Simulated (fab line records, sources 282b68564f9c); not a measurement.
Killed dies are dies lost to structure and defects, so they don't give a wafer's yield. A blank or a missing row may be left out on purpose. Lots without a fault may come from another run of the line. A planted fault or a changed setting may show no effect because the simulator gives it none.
fab line records | flow rit_cmos
record lots=13 wafers=39 last_day=7
route steps=202 shown M1@200
lots that met no fault: from a run of the same line without faults
start_h: hours from the record's first day to the start of the lot's first wafer shown | wait_h: hours since the lot's step before | " the same as in the row above | L1.1+2: a row that stands for several wafers | - no value, or no start given | * or withheld: withheld | < > ~ a bound
route shown NAME@n: a module of which the file shows steps, and the number in the route of the first | usual: mean/standard deviation of fault-free wafers | same: alike in all rows | chamber/n: place in a boat | sites: the reading at each site | _std_site: their standard deviation | _edge_site: outer sites' mean less inner sites' | radius_mm: how far each site lies from the wafer's centre | mask NAME#n: copy n | behind: the tool/chamber that last shaped the wafer | hold: why the lot was held/for how many hours/how that ended | device: the transistor (n, p or np) that didn't switch | end of line: the same wafers' tests at the end of the route | a step without rows: its recipe alone | killed: dies lost to structure and defects at the first sort, not the wafer's yield | map: a wafer's dies, x killed, . not, _ none there
set.NAME: the setting as run; set.NAME@STEP: as run at that earlier step | model.NAME: the simulator's own value behind a step, which no gauge read
steps of the route over a sample of lots; a table a step, a row a wafer
## steps
# step RIT_M1_ANNEAL_15
# recipe temp_c=446.5 time_s=1800 ambient=forming_gas_H2N2
# usual spike_tc_centre_C=448.1/0.93 spike_tc_load_C=468.4/1
# columns lot.wafer tool chamber start_h wait_h spike_tc_centre_C spike_tc_load_C
L704.2 furnace-02 0 67.63 0.1 448.0 468.3
L704.5 " 0 " " 449.6 466.5
L704.6 " 0 " " 447.1 469.3
L706.1 furnace-02 0 80.00 0.1 447.3 469.1
L706.3 " 0 " " 448.0 467.8
L706.6 " 0 " " 447.4 468.7
L707.1 furnace-02 0 82.82 0.1 447.5 469.2
L707.4 " 0 " " 450.4 467.8
L707.6 " 0 " " 448.0 469.3
L709.2 furnace-02 0 90.39 0.1 447.9 469.0
L709.4 " 0 " " 449.0 469.3
L709.6 " 0 " " 447.8 467.7
L710.4 furnace-02 0 93.99 0.0 447.6 467.9
L710.5 " 0 " " 447.2 468.7
L710.6 " 0 " " 447.2 470.5
L711.3 furnace-02 0 101.47 0.1 447.6 469.9
L711.4 " 0 " " 447.8 467.5
L711.6 " 0 " " 446.1 468.5
L713.1 furnace-02 0 108.02 0.1 447.9 467.5
L713.2 " 0 " " 448.0 467.2
L713.3 " 0 " " 448.5 470.8
L714.1 furnace-02 0 115.42 0.1 448.6 467.6
L714.3 " 0 " " 447.8 468.5
L714.5 " 0 " " 448.5 469.4
L718.3 furnace-02 0 136.92 0.1 447.9 467.2
L718.4 " 0 " " 448.5 468.3
L718.6 " 0 " " 448.6 466.6
L720.3 furnace-02 - 146.68 0.1 - -
L720.4 " - " " - -
L720.6 " - " " - -
L722.3 furnace-02 0 153.92 0.1 447.9 467.2
L722.5 " 0 " " 450.0 467.9
L722.6 " 0 " " 448.5 468.0
L724.1 furnace-02 0 166.80 0.1 448.1 469.7
L724.4 " 0 " " 448.6 467.6
L724.5 " 0 " " 446.1 468.1
L726.1 furnace-02 0 175.80 0.1 449.4 467.6
L726.4 " 0 " " 448.5 469.0
L726.5 " 0 " " 448.0 469.4
# step RIT_M1_PROBE_99
# usual killed_at_contacts=0.0/0.22 killed_at_front_end=7/3 killed_dies=7/3.1 killed_on_rim=1.8/1.4 killed_open=3.4/2.1 killed_short=3.4/2
# same gross_dies=264 killed_at_M0_to_M3=0 killed_at_M4_up=0 killed_at_back_side=0 killed_at_other=0
# columns lot.wafer tool chamber start_h wait_h killed_at_contacts killed_at_front_end killed_dies killed_on_rim killed_open killed_short
L704.2 prober-02 - 69.30 0.1 1 4 5 0 3 2
L704.5 prober-02 - 69.45 0.2 0 6 6 0 3 3
L704.6 prober-02 - 69.50 0.2 0 5 5 2 4 1
L706.1 prober-02 - 81.62 0.1 0 4 4 3 2 2
L706.3 prober-02 - 81.72 0.2 0 10 10 1 3 6
L706.6 prober-02 - 81.87 0.2 0 3 3 0 0 3
L707.1 prober-01 - 84.44 0.1 0 12 12 2 4 8
L707.4 prober-01 - 84.59 0.2 0 5 5 0 1 4
L707.6 prober-01 - 84.69 0.2 0 4 4 2 2 2
L709.2 prober-01 - 92.06 0.1 0 11 11 4 7 4
L709.4 prober-01 - 92.16 0.2 0 8 8 4 4 4
L709.6 prober-01 - 92.26 0.2 0 8 8 5 5 3
L710.4 prober-02 - 95.76 0.2 0 12 12 3 6 6
L710.5 prober-02 - 95.81 0.2 0 9 9 2 5 4
L710.6 prober-02 - 95.86 0.2 0 11 11 2 5 6
L711.3 prober-01 - 103.19 0.2 0 3 3 1 2 1
L711.4 prober-01 - 103.24 0.2 0 5 5 1 4 1
L711.6 prober-01 - 103.34 0.2 0 7 7 2 4 3
L713.1 prober-01 - 109.64 0.1 0 9 9 1 6 3
L713.2 prober-01 - 109.69 0.1 0 8 8 3 3 5
L713.3 prober-01 - 109.74 0.2 0 8 8 4 6 2
L714.1 prober-02 - 117.04 0.1 0 5 5 3 4 1
L714.3 prober-02 - 117.14 0.2 0 10 10 3 5 5
L714.5 prober-02 - 117.24 0.2 0 6 6 1 1 5
L718.3 prober-02 - 138.64 0.2 0 12 12 4 8 4
L718.4 prober-02 - 138.69 0.2 0 8 8 1 6 2
L718.6 prober-02 - 138.79 0.2 0 4 4 1 1 3
L720.3 prober-02 - 148.40 0.2 54 15 69 36 8 8
L720.4 prober-02 - 148.45 0.2 49 4 53 33 2 2
L720.6 prober-02 - 148.55 0.2 58 4 62 36 3 1
L722.3 prober-02 - 155.64 0.2 0 12 12 3 8 4
L722.5 prober-02 - 155.74 0.2 0 1 1 0 1 0
L722.6 prober-02 - 155.79 0.2 0 4 4 2 3 1
L724.1 prober-02 - 168.42 0.1 0 10 10 2 6 4
L724.4 prober-02 - 168.57 0.2 0 11 11 4 5 6
L724.5 prober-02 - 168.62 0.2 0 14 14 2 6 8
L726.1 prober-02 - 177.42 0.1 0 8 8 2 3 5
L726.4 prober-02 - 177.57 0.2 0 11 11 3 5 6
L726.5 prober-02 - 177.62 0.2 0 2 2 0 0 2
# killed by level:class
L704.2 FOX1:geometric_particle:short=1 GATE:geometric_particle:open=1 GATE:geometric_particle:short=1 REOX:geometric_particle:open=1 CONTACT:geometric_particle:open=1
L704.5 FOX1:geometric_particle:short=2 GATE:geometric_particle:open=2 SPACER:geometric_particle:open=1 SILICIDE:geometric_particle:short=1
L704.6 GATE:geometric_particle:open=2 SILICIDE:geometric_particle:open=2 REOX:geometric_particle:short=1
L706.1 GATE:geometric_particle:open=1 GATE:geometric_particle:short=1 REOX:geometric_particle:open=1 SPACER:geometric_particle:short=1
L706.3 FOX2:geometric_particle:short=3 FOX1:geometric_particle:short=1 GATE:geometric_particle:short=1 GATE:geometric_particle:open=1 REOX:geometric_particle:open=1 SPACER:geometric_particle:short=1 SPACER:geometric_particle:open=1 NWELL:coat_microbubble_printed=1
L706.6 GATE:geometric_particle:short=1 REOX:geometric_particle:short=1 SPACER:geometric_particle:short=1
L707.1 GATE:geometric_particle:short=5 FOX1:geometric_particle:open=3 SPACER:geometric_particle:short=2 FOX1:geometric_particle:short=1 SILICIDE:geometric_particle:open=1
L707.4 SILICIDE:geometric_particle:short=2 GATE:geometric_particle:open=1 GATE:geometric_particle:short=1 SPACER:geometric_particle:short=1
L707.6 GATE:geometric_particle:short=1 GATE:geometric_particle:open=1 SILICIDE:geometric_particle:open=1 SILICIDE:geometric_particle:short=1
L709.2 FOX1:geometric_particle:open=3 GATE:geometric_particle:open=3 SPACER:geometric_particle:short=2 GATE:geometric_particle:short=1 REOX:geometric_particle:short=1 SPACER:geometric_particle:open=1
L709.4 FOX1:geometric_particle:short=2 GATE:geometric_particle:short=2 FOX1:geometric_particle:open=1 FOX2:geometric_particle:open=1 GATE:geometric_particle:open=1 SILICIDE:geometric_particle:open=1
L709.6 GATE:geometric_particle:open=2 REOX:geometric_particle:short=2 FOX1:geometric_particle:open=1 GATE:geometric_particle:short=1 SPACER:geometric_particle:open=1 SILICIDE:geometric_particle:open=1
L710.4 FOX1:geometric_particle:open=4 FOX1:geometric_particle:short=2 REOX:geometric_particle:short=2 GATE:geometric_particle:open=1 GATE:geometric_particle:short=1 SILICIDE:geometric_particle:open=1 SILICIDE:geometric_particle:short=1
L710.5 FOX1:geometric_particle:short=2 FOX2:geometric_particle:open=2 REOX:geometric_particle:open=2 FOX2:geometric_particle:short=1 GATE:geometric_particle:open=1 REOX:geometric_particle:short=1
L710.6 GATE:geometric_particle:short=3 FOX1:geometric_particle:open=2 SPACER:geometric_particle:short=2 FOX1:geometric_particle:short=1 FOX2:geometric_particle:open=1 REOX:geometric_particle:open=1 SILICIDE:geometric_particle:open=1
L711.3 FOX1:geometric_particle:open=1 GATE:geometric_particle:short=1 SILICIDE:geometric_particle:open=1
L711.4 FOX2:geometric_particle:open=1 GATE:geometric_particle:short=1 GATE:geometric_particle:open=1 REOX:geometric_particle:open=1 SPACER:geometric_particle:open=1
L711.6 GATE:geometric_particle:short=3 GATE:geometric_particle:open=2 FOX1:geometric_particle:open=1 SILICIDE:geometric_particle:open=1
L713.1 GATE:geometric_particle:open=2 SPACER:geometric_particle:short=2 SILICIDE:geometric_particle:open=2 GATE:geometric_particle:short=1 REOX:geometric_particle:open=1 SPACER:geometric_particle:open=1
L713.2 GATE:geometric_particle:short=3 FOX1:geometric_particle:open=1 REOX:geometric_particle:open=1 SPACER:geometric_particle:short=1 SILICIDE:geometric_particle:open=1 SILICIDE:geometric_particle:short=1
L713.3 GATE:geometric_particle:open=4 FOX1:geometric_particle:open=1 FOX2:geometric_particle:open=1 GATE:geometric_particle:short=1 SILICIDE:geometric_particle:short=1
L714.1 GATE:geometric_particle:open=3 REOX:geometric_particle:open=1 SILICIDE:geometric_particle:short=1
L714.3 GATE:geometric_particle:open=3 REOX:geometric_particle:short=2 FOX1:geometric_particle:open=1 GATE:geometric_particle:short=1 SPACER:geometric_particle:short=1 SILICIDE:geometric_particle:open=1 SILICIDE:geometric_particle:short=1
L714.5 GATE:geometric_particle:short=3 FOX1:geometric_particle:short=1 SPACER:geometric_particle:open=1 SILICIDE:geometric_particle:short=1
L718.3 GATE:geometric_particle:open=4 GATE:geometric_particle:short=3 REOX:geometric_particle:open=2 FOX1:geometric_particle:short=1 FOX1:geometric_particle:open=1 SPACER:geometric_particle:open=1
L718.4 SPACER:geometric_particle:open=3 SILICIDE:geometric_particle:open=2 GATE:geometric_particle:short=1 GATE:geometric_particle:open=1 SILICIDE:geometric_particle:short=1
L718.6 FOX1:geometric_particle:short=1 GATE:geometric_particle:short=1 SILICIDE:geometric_particle:open=1 SILICIDE:geometric_particle:short=1
L720.3 CONTACT:area_expose=53 GATE:geometric_particle:open=5 SILICIDE:geometric_particle:short=3 GATE:geometric_particle:short=2 FOX1:geometric_particle:open=1 FOX2:geometric_particle:short=1 REOX:geometric_particle:open=1 SPACER:geometric_particle:short=1
L720.4 CONTACT:area_expose=49 SILICIDE:geometric_particle:open=2 SPACER:geometric_particle:short=1 SILICIDE:geometric_particle:short=1
L720.6 CONTACT:area_expose=58 SILICIDE:geometric_particle:open=2 GATE:geometric_particle:open=1 SPACER:geometric_particle:short=1
L722.3 REOX:geometric_particle:open=4 GATE:geometric_particle:open=3 GATE:geometric_particle:short=2 FOX1:geometric_particle:short=1 FOX2:geometric_particle:open=1 FOX2:geometric_particle:short=1
L722.5 REOX:geometric_particle:open=1
L722.6 GATE:geometric_particle:open=2 GATE:geometric_particle:short=1 SILICIDE:geometric_particle:open=1
L724.1 GATE:geometric_particle:open=3 FOX1:geometric_particle:short=2 GATE:geometric_particle:short=2 SILICIDE:geometric_particle:open=2 SPACER:geometric_particle:open=1
L724.4 GATE:geometric_particle:open=4 REOX:geometric_particle:short=2 FOX1:geometric_particle:short=1 FOX2:geometric_particle:short=1 GATE:geometric_particle:short=1 SPACER:geometric_particle:open=1 SILICIDE:geometric_particle:short=1
L724.5 GATE:geometric_particle:open=3 GATE:geometric_particle:short=3 REOX:geometric_particle:open=3 SPACER:geometric_particle:short=2 FOX1:geometric_particle:short=1 REOX:geometric_particle:short=1 SILICIDE:geometric_particle:short=1
L726.1 GATE:geometric_particle:short=3 FOX1:geometric_particle:open=1 FOX1:geometric_particle:short=1 FOX2:geometric_particle:short=1 GATE:geometric_particle:open=1 SILICIDE:geometric_particle:open=1
L726.4 GATE:geometric_particle:open=3 REOX:geometric_particle:short=2 SILICIDE:geometric_particle:short=2 FOX1:geometric_particle:short=1 REOX:geometric_particle:open=1 SPACER:geometric_particle:short=1 SPACER:geometric_particle:open=1
L726.5 SILICIDE:geometric_particle:short=2
## key
first_sign step=RIT_M1_ANNEAL_15 reading=tool_record direction=missing
effect none on later readings
met_at RIT_M1_ANNEAL_15
struck_lots L720
tester_left_out L720
onset_between 136.92 146.68
earlier_fault kind=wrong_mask tool=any chamber=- onset_h=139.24 steps=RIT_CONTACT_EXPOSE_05 aux_copy=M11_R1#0 cd_offset_nm=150 scope=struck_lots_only
fault kind=skipped_step_whole tool=furnace-02 chamber=- onset_h=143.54 steps=RIT_M1_ANNEAL_15 scope=struck_lots_only
# tester_left_out: of these lots the tester's yield and bins aren't shown, on N5 and GAA mostly nor the transistor test; their killed dies are dies lost to structure and defects alone, not to doping, threshold or leakage, so they don't give the yield
